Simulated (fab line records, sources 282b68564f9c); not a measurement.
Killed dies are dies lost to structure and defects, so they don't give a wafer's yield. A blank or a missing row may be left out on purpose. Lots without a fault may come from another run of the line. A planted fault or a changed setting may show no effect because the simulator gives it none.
Which tool did it? | flow rit_cmos | 6 lots, 18 wafers sampled, at 1 step of a route of 202

WHAT THE GAUGES READ, wafer by wafer
RIT_GATE_THK_MEAS_07.
lot  | measured    | on            | GATE_OXIDE_THK (nm)
L285 | day 2 20:31 | film_metro-03 | 3.04 3.04 3.02
L287 | day 3 03:01 | film_metro-04 | 3.09 3.02 3.03
L289 | day 3 11:53 | film_metro-01 | 2.99 2.96 2.90
L291 | day 3 20:39 | film_metro-04 | 3.02 3.05 3.03
L301 | day 5 22:24 | film_metro-03 | 6.72 6.68 6.76
L305 | day 6 18:38 | film_metro-04 | 2.94 2.96 2.93

WHICH TOOL RAN EACH LOT (tool, then ch and the chambers of the sampled wafers, then the start)
The record holds no process step before these readings.

THE ANSWER, worked out from the rows above alone
Rule: what is usual is taken from the lots themselves. Put in order of their means at a reading, lots are off if they are a third of the lots or fewer, leave a main group of 4 or more, and stand apart from it by a gap of 3 or more times the standard deviation of the main group's means; of several such gaps the widest counts. A main group whose means are all the same, to the digits that the tables above print for the reading, isn't used. A lot without any number at a reading at which 4 lots or more have one is off too. The other lots that the step has rows for count as sound.
Off: L301, at RIT_GATE_THK_MEAS_07 (GATE_OXIDE_THK). The main group: mean 3.00 nm, standard deviation 0.045.
A tool fits if, at a process step before that reading, it ran every lot that is off, and no sound lot after the first of them. The gauges at RIT_GATE_THK_MEAS_07 are tried like those tools. One fits: film_metro-03 at RIT_GATE_THK_MEAS_07. Its last sound lot is L285 (day 2 20:31), its first lot that is off L301 (day 5 22:24): a fault that began between those two fits.

WHAT THE SIMULATOR HAD PUT IN
Metrology matching offset: film_metro-03, from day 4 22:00 on, at RIT_GATE_THK_MEAS_07. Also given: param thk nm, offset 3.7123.
Lots struck among those shown: L301. The rule above found the same.
